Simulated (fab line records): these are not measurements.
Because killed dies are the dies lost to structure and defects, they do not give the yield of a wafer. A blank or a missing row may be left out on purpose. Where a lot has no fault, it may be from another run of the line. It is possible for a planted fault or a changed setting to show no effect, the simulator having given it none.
Which tool was responsible? + flow berkeley cmos170 + 42 wafers from 14 lots sampled at 5 of the route's 331 steps

## WHAT EACH GAUGE READ, for each wafer
UCB170_V1_THK_MEAS_01.
| lot  | measured     | on            | V1_TEOS_THK (nm) |
|------|--------------|---------------|------------------|
| L451 | day 7 16:36  | film metro-03 | 1976 2004 2016   |
| L454 | day 7 16:36  | film metro-02 | 1974 1965 2016   |
| L453 | day 7 16:46  | film metro-04 | 1999 2046 2067   |
| L452 | day 7 16:45  | film metro-03 | 1960 1984 1998   |
| L456 | day 8 18:41  | film metro-02 | 1971 1958 2022   |
| L459 | day 9 09:41  | film metro-04 | 1980 1993 2011   |
| L457 | day 9 12:34  | film metro-03 | 1972 1969 2004   |
| L460 | day 9 12:35  | film metro-02 | 1718 1693 1716   |
| L463 | day 9 19:21  | film metro-03 | 1727 1731 1712   |
| L469 | day 11 02:22 | film metro-02 | 1995 1991 1999   |
| L468 | day 11 02:22 | film metro-03 | 2001 1987 2038   |
| L471 | day 11 05:50 | film metro-02 | 1944 1941 1983   |
| L470 | day 11 05:50 | film metro-04 | 1992 2028 2018   |
| L473 | day 12 15:49 | film metro-04 | 1984 2007 1978   |

UCB170_V2_CD_MEAS_12: the cd target is 700 nm.
| lot  | measured     | on        | cd nm (nm)        |
|------|--------------|-----------|-------------------|
| L451 | day 8 00:13  | cd sem-02 | 699.8 700.7 700.2 |
| L454 | day 8 01:03  | cd sem-02 | 700.8 700.2 700.2 |
| L453 | day 8 01:53  | cd sem-02 | 698.9 698.8 699.2 |
| L452 | day 8 02:35  | cd sem-02 | 697.9 697.1 697.6 |
| L456 | day 9 02:56  | cd sem-02 | 699.6 698.5 698.2 |
| L459 | day 9 17:14  | cd sem-01 | 700.5 699.9 700.0 |
| L457 | day 9 20:53  | cd sem-01 | 700.8 701.7 701.4 |
| L460 | day 9 21:13  | cd sem-02 | 701.1 700.2 700.2 |
| L463 | day 10 04:44 | cd sem-01 | 698.5 699.5 699.8 |
| L469 | day 11 09:12 | cd sem-02 | 700.1 699.9 699.0 |
| L468 | day 11 09:31 | cd sem-01 | 698.9 698.4 699.1 |
| L471 | day 11 17:53 | cd sem-01 | 700.6 700.7 701.2 |
| L470 | day 11 14:01 | cd sem-02 | 699.0 700.2 699.1 |
| L473 | day 13 01:16 | cd sem-02 | 700.5 700.3 699.7 |

## WHICH TOOL RAN EACH LOT (tool, then ch and the chambers of the sampled wafers, then the start)
| lot  | UCB170_CONTACT_RTA_08            | UCB170_V1_CVD_00               | UCB170_V1_STRIP_15                   |
|------|----------------------------------|--------------------------------|--------------------------------------|
| L451 | rtp anneal-02 ch 0, day 7 08:59  | pecvd-04 ch 0,1, day 7 16:26   | plasma asher-01 ch 0,1, day 7 18:40  |
| L454 | rtp anneal-02 ch 0, day 7 09:39  | pecvd-03 ch 0,1,2, day 7 16:26 | plasma asher-02 ch 0,1, day 7 18:51  |
| L453 | rtp anneal-01 ch 0, day 7 10:46  | pecvd-04 ch 0,1, day 7 16:36   | plasma asher-01 ch 0,1, day 7 19:13  |
| L452 | rtp anneal-02 ch 0, day 7 10:56  | pecvd-03 ch 0,1, day 7 16:36   | plasma asher-02 ch 0,1, day 7 19:27  |
| L456 | rtp anneal-02 ch 0, day 8 06:45  | pecvd-03 ch 0,1,2, day 8 18:32 | plasma asher-02 ch 0,1, day 8 22:13  |
| L459 | rtp anneal-02 ch 0, day 9 02:49  | pecvd-04 ch 1,2, day 9 09:32   | plasma asher-02 ch 0,1, day 9 12:02  |
| L457 | rtp anneal-01 ch 0, day 9 04:20  | pecvd-02 ch 0,1,2, day 9 12:24 | plasma asher-02 ch 0,1, day 9 14:27  |
| L460 | rtp anneal-02 ch 0, day 9 04:20  | pecvd-03 ch 0,1, day 9 12:24   | plasma asher-01 ch 0,1, day 9 14:45  |
| L463 | rtp anneal-01 ch 0, day 9 12:00  | pecvd-03 ch 0,1,2, day 9 19:14 | plasma asher-03 ch 0,1, day 9 22:32  |
| L469 | rtp anneal-01 ch 0, day 10 17:33 | pecvd-02 ch 1,2, day 11 02:12  | plasma asher-02 ch 1, day 11 04:14   |
| L468 | rtp anneal-01 ch 0, day 10 17:55 | pecvd-04 ch 0,2, day 11 02:12  | plasma asher-01 ch 0,1, day 11 04:29 |
| L471 | rtp anneal-02 ch 0, day 10 21:40 | pecvd-02 ch 1,2, day 11 05:40  | plasma asher-01 ch 0,1, day 11 08:32 |
| L470 | rtp anneal-01 ch 0, day 10 21:56 | pecvd-04 ch 1,2, day 11 05:40  | plasma asher-02 ch 0,1, day 11 08:25 |
| L473 | rtp anneal-02 ch 0, day 12 06:40 | pecvd-03 ch 0,1, day 12 15:38  | plasma asher-03 ch 0,1, day 12 19:23 |
- UCB170_CONTACT_RTA_08: time 10 s.
- UCB170_V1_CVD_00: deposits SiO2 from TEOS/O2, target thk 2000 nm, time 250 s.
- UCB170_V1_STRIP_15: strips in O2.

## WHAT THE TOOLS THEMSELVES READ (means of the sampled wafers that have a number; where no wafer has one, the mark that the record gives instead)
UCB170_CONTACT_RTA_08.
| lot  | tool          | lamp power pct (%) | wafer_temp_C_max |
|------|---------------|--------------------|------------------|
| L451 | rtp anneal-02 | 22.6               | 904.9            |
| L454 | rtp anneal-02 | 22.6               | 904.7            |
| L453 | rtp anneal-01 | 24.4               | 905.2            |
| L452 | rtp anneal-02 | 22.6               | 905.3            |
| L456 | rtp anneal-02 | 22.6               | 904.5            |
| L459 | rtp anneal-02 | 22.6               | 905.7            |
| L457 | rtp anneal-01 | 24.3               | 905.6            |
| L460 | rtp anneal-02 | 22.6               | 905.8            |
| L463 | rtp anneal-01 | 24.4               | 906.9            |
| L469 | rtp anneal-01 | 24.4               | 905.9            |
| L468 | rtp anneal-01 | 24.3               | 906.0            |
| L471 | rtp anneal-02 | 22.6               | 905.6            |
| L470 | rtp anneal-01 | 24.3               | 905.8            |
| L473 | rtp anneal-02 | 22.6               | 904.8            |

UCB170_V1_CVD_00.
| lot  | tool     | heater power w (W) | rf fwd power W (W) |
|------|----------|--------------------|--------------------|
| L451 | pecvd-04 | 258                | 548.8              |
| L454 | pecvd-03 | 311                | 548.7              |
| L453 | pecvd-04 | 282                | 549.3              |
| L452 | pecvd-03 | 256                | 548.6              |
| L456 | pecvd-03 | 236                | 550.8              |
| L459 | pecvd-04 | 278                | 548.5              |
| L457 | pecvd-02 | 227                | 549.6              |
| L460 | pecvd-03 | 319                | 328.2              |
| L463 | pecvd-03 | 290                | 329.5              |
| L469 | pecvd-02 | 279                | 547.2              |
| L468 | pecvd-04 | 289                | 547.6              |
| L471 | pecvd-02 | 281                | 549.7              |
| L470 | pecvd-04 | 277                | 549.4              |
| L473 | pecvd-03 | 247                | 549.3              |

UCB170_V1_STRIP_15.
| lot  | tool            | drypump motor current A (A) | oes product au (a.u.) | strip time to endpoint s (s) |
|------|-----------------|-----------------------------|-----------------------|------------------------------|
| L451 | plasma asher-01 | 6.0                         | 0.722                 | 15.47                        |
| L454 | plasma asher-02 | 5.6                         | 0.720                 | 15.22                        |
| L453 | plasma asher-01 | 6.0                         | 0.724                 | 15.38                        |
| L452 | plasma asher-02 | 5.4                         | 0.724                 | 15.41                        |
| L456 | plasma asher-02 | 5.4                         | 0.722                 | 15.39                        |
| L459 | plasma asher-02 | 5.4                         | 0.719                 | 15.40                        |
| L457 | plasma asher-02 | 5.4                         | 0.723                 | 15.26                        |
| L460 | plasma asher-01 | 6.2                         | 0.719                 | 15.41                        |
| L463 | plasma asher-03 | 5.5                         | 0.723                 | 15.16                        |
| L469 | plasma asher-02 | 5.8                         | 0.720                 | 15.27                        |
| L468 | plasma asher-01 | 6.0                         | 0.718                 | 15.57                        |
| L471 | plasma asher-01 | 6.2                         | 0.718                 | 15.50                        |
| L470 | plasma asher-02 | 5.6                         | 0.725                 | 15.43                        |
| L473 | plasma asher-03 | 5.5                         | 0.724                 | 15.36                        |

## THE ANSWER, worked out from the rows above alone
Rule: usual is defined by the lots themselves. The widest of any qualifying gaps counts: lots, ordered by their means at a reading, are off when they make up no more than a third of the lots, leave a main group of 4 or more, and stand apart from it by 3 or more times the standard deviation of that group's means. A main group is skipped when, at the precision printed for the reading in the tables above, its means are all equal. A lot without any number at a reading at which 4 lots or more have one is off too. The other lots that the step has rows for count as sound. First the gauges in route order, then the tools' own readings, where a lot's mean is used as printed above. At the first step where some lot is off, the reading lying furthest off is the one used; lots without a number count as furthest.
Off: at UCB170_V1_THK_MEAS_01 (V1_TEOS_THK), L460, L463. Mean 1994 nm and standard deviation 19 in the main group.
A tool fits if, at a process step before that reading, it ran every lot that is off, and no sound lot after the first of them. Not tried: the gauges at UCB170_V1_THK_MEAS_01; whatever is off there is also off at UCB170_V1_CVD_00, on other tools, and gauge error can't account for it. None of those tried fits.

## WHAT THE SIMULATOR HAD INSERTED
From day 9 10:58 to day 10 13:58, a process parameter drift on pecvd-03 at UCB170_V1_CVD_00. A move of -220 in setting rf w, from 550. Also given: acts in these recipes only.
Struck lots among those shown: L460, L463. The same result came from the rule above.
